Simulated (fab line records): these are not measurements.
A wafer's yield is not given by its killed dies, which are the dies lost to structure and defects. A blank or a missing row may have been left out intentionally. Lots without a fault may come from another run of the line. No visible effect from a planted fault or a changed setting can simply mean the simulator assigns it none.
Which tool was responsible? -- flow ritCmos -- 15 lots, 45 wafers sampled, at 1 step of a route of 202

== WHAT EACH GAUGE READ, for each wafer ==
The record holds no reading of a measuring or inspecting step that can be judged against a usual standard deviation.

== WHAT TOOL EACH LOT RAN ON (gives the tool, then ch and the chambers of the sampled wafers, and finally the start) ==
lot,RIT_NSD_DEVELOP_05
L376,"lithoTrack-04 ch 0, day 3 09:00"
L378,"lithoTrack-04 ch 0, day 3 15:00"
L380,"lithoTrack-04 ch 0, day 4 03:00"
L382,"lithoTrack-04 ch 0, day 4 16:00"
L384,"lithoTrack-04 ch 0, day 4 19:00"
L386,"lithoTrack-04 ch 0, day 5 07:00"
L387,"lithoTrack-03 ch 0, day 5 10:00"
L388,"lithoTrack-03, day 5 21:00"
L389,"lithoTrack-02, day 6 01:00"
L390,"lithoTrack-04, day 6 13:00"
L391,"lithoTrack-03 ch 0, day 6 13:00"
L395,"lithoTrack-04 ch 0, day 7 03:00"
L396,"lithoTrack-04 ch 0, day 7 09:00"
L397,"lithoTrack-02 ch 0, day 7 13:00"
L398,"lithoTrack-03 ch 0, day 7 16:00"
- RIT_NSD_DEVELOP_05: develop time 50 s.

== WHAT THE TOOLS THEMSELVES READ (means of the sampled wafers that have a number; where no wafer has one, the mark that the record gives instead) ==
RIT_NSD_DEVELOP_05. Usual: chillPlateTempC 22.99 C, standard deviation 0.1.
lot,tool,chillPlateTempC (C),flag
L376,lithoTrack-04,23.10,
L378,lithoTrack-04,23.05,
L380,lithoTrack-04,23.05,
L382,lithoTrack-04,22.87,
L384,lithoTrack-04,22.86,
L386,lithoTrack-04,22.88,
L387,lithoTrack-03,23.01,
L388,lithoTrack-03,-,OFF
L389,lithoTrack-02,-,OFF
L390,lithoTrack-04,-,OFF
L391,lithoTrack-03,23.10,
L395,lithoTrack-04,22.86,
L396,lithoTrack-04,22.98,
L397,lithoTrack-02,22.93,
L398,lithoTrack-03,22.87,

== THE ANSWER, worked out from the rows above alone ==
Rule: take the mean of a lot's wafers that have a number; if it is more than 3 standard deviations from the usual mean, the lot is off. Also off: a lot with no number at a reading for which 4 or more lots have one. Any other lot the step has rows for is counted as sound. The gauges are gone through in route order, then the tools' own readings, and for those a lot's mean is taken as printed above. At the first step where some lot is off, the reading lying furthest off is the one used; lots without a number count as furthest.
Off: L388, L389, L390 (RIT_NSD_DEVELOP_05, chillPlateTempC). Without a number there: L388, L389, L390.
A tool fits if, at that step or a process step before it, it ran every lot that is off, and no sound lot after the first of them. Not one of the candidates tried fits.

== WHAT THE SIMULATOR HAD PUT IN ==
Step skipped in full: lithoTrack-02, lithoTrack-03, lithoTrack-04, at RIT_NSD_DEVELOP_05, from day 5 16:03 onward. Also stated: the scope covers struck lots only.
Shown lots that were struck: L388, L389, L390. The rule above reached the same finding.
